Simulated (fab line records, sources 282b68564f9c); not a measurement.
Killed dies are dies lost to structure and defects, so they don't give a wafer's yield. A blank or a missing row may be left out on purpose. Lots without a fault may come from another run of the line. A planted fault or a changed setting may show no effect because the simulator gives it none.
A struck lot beside a sound one | flow rit_cmos | 39 steps out of a route of 202
Sound: wafers L831.1, L831.2, L831.4. Struck: wafers L846.1, L846.2, L846.4. The cause comes at the end.
At each step with rows: each side's tool, then ch and its chambers, then its first start. Under that, the readings that differ: sound wafers | struck wafers | difference of the means | sigmas: that difference in standard deviations of wafers without a fault.
alike: readings whose means differ by less than 2 such deviations, and words and numbers that are the same on both sides. not compared: withheld readings, readings that some wafer has no value for, bounds like >300 that may hide the same value, and numbers for which the record gives no deviation and whose values overlap.
The two part at a step that has a row with sigmas, a row that says differs or no value, or rows on one side only. Numbers that don't overlap but have no deviation are shown without sigmas and don't part them. A reading that every wafer of one side lacks parts them only if that side has two wafers or more.

first, 3 steps without rows for these wafers: RIT_GATE_EXPOSE_13 (exposes mask M6, target cd 150 nm); RIT_GATE_PEB_14; RIT_GATE_DEVELOP_15 (develop time 50 s).
RIT_GATE_CD_MEAS_16: target cd 150 nm.
  sound on cd_sem-01, day 2 23:08; struck on cd_sem-02, day 6 07:22
  alike: cd_nm
RIT_GATE_OVL_MEAS_17:
  sound on overlay-01, day 2 23:15; struck on overlay-02, day 6 07:29
  reading       | sound          | struck       | difference | sigmas
  GATE_OVL (nm) | -4.8 -2.6 -1.9 | 1.1 -0.4 1.2 | +3.7       | +2
then, 1 step without rows for these wafers: RIT_GATE_HARDBAKE_18 (time 60 s).
RIT_GATE_ETCH_19: etches poly-Si in SF6/CHF3/O2, stops on SiO2, time 165 s, target depth 312.5 nm.
  sound on rie_si-01 ch 0,2,3, day 2 23:28; struck on rie_si-02 ch 0,2,3, day 6 07:41
  reading              | sound             | struck            | difference | sigmas
  SF6_flow_sccm (sccm) | 30.10 29.96 30.15 | 29.86 29.92 29.81 | -0.21      | -2
  alike: chamber_pressure_mTorr, drypump_motor_current_A, oes_product_au, throttle_valve_pct
  not compared: rf_hours_counter_h
RIT_GATE_STRIP_20: strips in O2, time 180 s.
  sound on plasma_asher-04 ch 0,1, day 2 23:34; struck on plasma_asher-04 ch 0,1, day 6 07:47
  alike: chamber_pressure_mTorr, drypump_motor_current_A
  not compared: rf_hours_counter_h
RIT_GATE_CD_MEAS_90: target cd 150 nm.
  sound on cd_sem-02, day 2 23:45; struck on cd_sem-02, day 6 07:58
  alike: cd_nm
then, 3 steps without rows for these wafers: RIT_REOX_CLEAN_00 (cleans in SC1, time 600 s); RIT_REOX_CLEAN_01 (cleans in dHF, time 30 s); RIT_REOX_CLEAN_02 (cleans in SC2, time 600 s).
RIT_REOX_OXIDATION_03: target thk 25.2 nm, ox time 5580 s.
  sound on furnace-04 ch 0, day 3 01:19; struck on furnace-04 ch 0, day 6 08:27
  reading                                     | sound                | struck               | difference | sigmas
  spike_tc_centre_C (C)                       | 903.9 904.3 905.0    | 919.0 917.8 919.8    | +14.5      | +14
  spike_tc_load_C (C)                         | 922 919 920          | 937 937 936          | +16        | +5
  spike_tc_source_C (C)                       | 925.1 924.5 923.0    | 938.0 940.6 940.1    | +15.4      | +12
  tube_center_temp_C (C)                      | 899.95 899.92 900.02 | 915.13 915.02 914.93 | +15.06     | +99 or more
  tube_center_temp_C_max                      | 903.1 902.0 902.2    | 917.4 917.5 917.1    | +14.9      | +41
  model.SiO2_of_REOX_OXIDATION_03.thk_nm (nm) | 25.37 25.98 25.74    | 29.27 29.33 29.59    | +3.70      |
  alike: zone_power_source_pct
RIT_REOX_THK_MEAS_04:
  sound on film_metro-04, day 3 03:52; struck on film_metro-02, day 6 11:00
  reading             | sound          | struck         | difference | sigmas
  REOX_OXIDE_THK (nm) | 25.4 26.0 25.7 | 29.2 29.4 29.6 | +3.7       | +9
then, 6 steps without rows for these wafers: RIT_NLDD_HMDS_00 (prime time 60 s); RIT_NLDD_COAT_01 (resist thk 1000 nm); RIT_NLDD_SOFTBAKE_02 (time 60 s); RIT_NLDD_EXPOSE_03 (exposes mask M7, target cd 40700 nm); RIT_NLDD_PEB_04; RIT_NLDD_DEVELOP_05 (develop time 50 s).
RIT_NLDD_OVL_MEAS_06:
  sound on overlay-02, day 3 04:46; struck on overlay-02, day 6 11:55
  alike: NLDD_OVL
then, 2 steps without rows for these wafers: RIT_NLDD_HARDBAKE_07 (time 60 s); RIT_NLDD_IMPLANT_08.
RIT_NLDD_STRIP_09: strips in O2, time 180 s.
  sound on plasma_asher-01 ch 0,1, day 3 05:06; struck on plasma_asher-01 ch 0,1, day 6 12:16
  alike: chamber_pressure_mTorr, drypump_motor_current_A
  not compared: rf_hours_counter_h
RIT_NLDD_TW_MEAS_10:
  sound on film_metro-02, day 3 05:17; struck on film_metro-04, day 6 12:27
  alike: NLDD_TW
then, 6 steps without rows for these wafers: RIT_PLDD_HMDS_00 (prime time 60 s); RIT_PLDD_COAT_01 (resist thk 1000 nm); RIT_PLDD_SOFTBAKE_02 (time 60 s); RIT_PLDD_EXPOSE_03 (exposes mask M8, target cd 40900 nm); RIT_PLDD_PEB_04; RIT_PLDD_DEVELOP_05 (develop time 50 s).
RIT_PLDD_OVL_MEAS_06:
  sound on overlay-01, day 3 06:11; struck on overlay-01, day 6 13:22
  alike: PLDD_OVL
then, 2 steps without rows for these wafers: RIT_PLDD_HARDBAKE_07 (time 60 s); RIT_PLDD_IMPLANT_08.
RIT_PLDD_STRIP_09: strips in O2, time 180 s.
  sound on plasma_asher-04 ch 0,1, day 3 06:31; struck on plasma_asher-01 ch 0,1, day 6 13:47
  alike: chamber_pressure_mTorr, drypump_motor_current_A
  not compared: rf_hours_counter_h
RIT_PLDD_TW_MEAS_10:
  sound on film_metro-04, day 3 06:42; struck on film_metro-02, day 6 13:58
  alike: PLDD_TW
RIT_SPACER_CLEAN_00: cleans in SC1, time 600 s.
  sound on wet_bench-03 ch 2, day 3 06:46; struck on wet_bench-04 ch 0, day 6 14:01
  reading                                     | sound            | struck            | difference | sigmas
  model.SiO2_of_REOX_OXIDATION_03.thk_nm (nm) | 23.46 24.02 23.8 | 26.98 27.05 27.26 | +3.34      |
then, 1 step without rows for these wafers: RIT_SPACER_CLEAN_01 (cleans in dHF, time 30 s).
RIT_M1_PROBE_99:
  sound on prober-02, day 3 20:41; struck on prober-01, day 7 15:02
  reading                             | sound             | struck            | difference | sigmas
  model.etest.pmos_turned.r_on_ohm_um | 3424 3557 3562    | 4795 4793 5031    | +1359      |
  model.etest.pmos_0p3.r_on_ohm_um    | 6291 6359 6361    | 7217 7156 7353    | +905       |
  model.etest.pmos_0p15.r_on_ohm_um   | 2755 2850 2885    | 3448 3415 3545    | +639       |
  model.etest.pldd.rs_ohm_sq          | 485.4 515.2 503.7 | 853.7 857.9 888.4 | +365.2     |
  model.etest.nmos_0p15.r_on_ohm_um   | 1138 1156 1184    | 1286 1264 1303    | +125       |
  model.etest.nmos_0p3.r_on_ohm_um    | 2179 2206 2209    | 2359 2363 2390    | +173       |
  model.etest.pldd.line_ohm_um        | 155.2 165.3 157.8 | 267 270.9 277.9   | +112       |
  model.etest.nmos_turned.drive_ua_um | 319.4 300.1 305.6 | 220.7 222.3 210.3 | -90.6      |
  alike: killed_at_contacts, killed_at_front_end, killed_dies, killed_open, killed_short

WHERE THEY PART
First at RIT_GATE_OVL_MEAS_17; last, within this record, at RIT_REOX_THK_MEAS_04. Later steps at which nothing parts them and some readings are alike: RIT_NLDD_OVL_MEAS_06, RIT_NLDD_STRIP_09, RIT_NLDD_TW_MEAS_10, RIT_PLDD_OVL_MEAS_06, RIT_PLDD_STRIP_09, RIT_PLDD_TW_MEAS_10, RIT_M1_PROBE_99.

WHY: what the simulator had put in
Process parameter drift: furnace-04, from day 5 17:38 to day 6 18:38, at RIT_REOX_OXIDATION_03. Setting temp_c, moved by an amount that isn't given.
